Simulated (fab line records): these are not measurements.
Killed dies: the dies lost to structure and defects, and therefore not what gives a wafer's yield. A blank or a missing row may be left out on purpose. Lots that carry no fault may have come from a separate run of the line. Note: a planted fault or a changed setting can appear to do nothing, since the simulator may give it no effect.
What tool caused it? + flow rit_cmos + 14 lots, 42 wafers sampled, at 1 step of a route of 202

WHAT EACH GAUGE READ, for each wafer
The record holds no reading of a measuring or inspecting step that can be judged against a usual standard deviation.

WHAT TOOL EACH LOT RAN ON (gives the tool, then ch and the chambers of the sampled wafers, and finally the start)
| lot  | RIT_SPACER_ETCHBACK_05            |
|------|-----------------------------------|
| L992 | rie_diel-01 ch 0,3, day 3 07:25   |
| L993 | rie_diel-02 ch 0,1,2, day 3 09:37 |
| L994 | rie_diel-02 ch 0,1,3, day 3 13:50 |
| L996 | rie_diel-04 ch 0,2, day 3 22:58   |
| L997 | rie_diel-02 ch 0,3, day 4 03:20   |
| L998 | rie_diel-01 ch 0,1, day 4 08:26   |
| L101 | rie_diel-04 ch 0,2,3, day 4 22:59 |
| L102 | rie_diel-04 ch 0,2,3, day 5 06:25 |
| L108 | rie_diel-02 ch 0,1, day 6 12:27   |
| L109 | rie_diel-02 ch 0,1,3, day 6 16:15 |
| L110 | rie_diel-01 ch 0,1,3, day 6 22:09 |
| L111 | rie_diel-04 ch 1,2,3, day 7 02:20 |
| L112 | rie_diel-02 ch 0,1,3, day 7 07:46 |
| L113 | rie_diel-01 ch 1,2,3, day 7 12:32 |
- RIT_SPACER_ETCHBACK_05: etches Si3N4 in SF6/CHF3, stops on SiO2, target depth 250 nm, time 240 s.

AS READ BY THE TOOLS THEMSELVES (means over the sampled wafers that have a number; for cases with no such wafer, the mark the record gives instead)
RIT_SPACER_ETCHBACK_05. Usual: CHF3_flow_sccm 29.99 sccm, standard deviation 0.092; SF6_flow_sccm 30.01 sccm, standard deviation 0.076; drypump_motor_current_A 5.8 A, standard deviation 0.44; oes_product_au 0.840 a.u., standard deviation 0.013; throttle_valve_pct 10.29 %, standard deviation 0.17.
| lot  | tool        | CHF3_flow_sccm (sccm) | SF6_flow_sccm (sccm) | drypump_motor_current_A (A) | oes_product_au (a.u.) | throttle_valve_pct (%) | flag |
|------|-------------|-----------------------|----------------------|-----------------------------|-----------------------|------------------------|------|
| L992 | rie_diel-01 | 30.01                 | 30.02                | 5.7                         | 0.838                 | 10.20                  |      |
| L993 | rie_diel-02 | 29.95                 | 30.03                | 5.7                         | 0.845                 | 10.37                  |      |
| L994 | rie_diel-02 | 30.00                 | 30.01                | 5.9                         | 0.845                 | 10.37                  |      |
| L996 | rie_diel-04 | 30.07                 | 30.09                | 5.9                         | 0.848                 | 10.22                  |      |
| L997 | rie_diel-02 | 30.07                 | 30.03                | 5.8                         | 0.829                 | 10.37                  |      |
| L998 | rie_diel-01 | 30.04                 | 29.99                | 5.9                         | 0.840                 | 10.23                  |      |
| L101 | rie_diel-04 | -                     | -                    | -                           | -                     | -                      | OFF  |
| L102 | rie_diel-04 | -                     | -                    | -                           | -                     | -                      | OFF  |
| L108 | rie_diel-02 | 30.03                 | 30.02                | 5.6                         | 0.848                 | 10.33                  |      |
| L109 | rie_diel-02 | 29.88                 | 30.02                | 5.9                         | 0.839                 | 10.37                  |      |
| L110 | rie_diel-01 | 30.04                 | 30.09                | 5.8                         | 0.842                 | 10.21                  |      |
| L111 | rie_diel-04 | 30.08                 | 29.99                | 5.5                         | 0.822                 | 10.38                  |      |
| L112 | rie_diel-02 | 30.03                 | 29.98                | 6.0                         | 0.848                 | 10.37                  |      |
| L113 | rie_diel-01 | 30.00                 | 30.03                | 5.8                         | 0.849                 | 10.25                  |      |

THE ANSWER, worked out from the rows above alone
Rule: lot off if the mean of its wafers having a number is beyond 3 standard deviations from the usual mean. A lot without any number at a reading at which 4 lots or more have one is off too. The other lots that the step has rows for count as sound. Order of review: gauges by route order, followed by the tools' own readings, for which a lot's mean as printed above is used. The first step at which some lot is off is used, and at that step the reading that is off furthest; a lot without a number counts as furthest.
Off: L101, L102, at RIT_SPACER_ETCHBACK_05 (CHF3_flow_sccm). Without a number there: L101, L102.
A tool fits if, at that step or a process step before it, it ran every lot that is off, and no sound lot after the first of them. No candidate that was tried fits.

WHAT THE SIMULATOR HAD PUT IN
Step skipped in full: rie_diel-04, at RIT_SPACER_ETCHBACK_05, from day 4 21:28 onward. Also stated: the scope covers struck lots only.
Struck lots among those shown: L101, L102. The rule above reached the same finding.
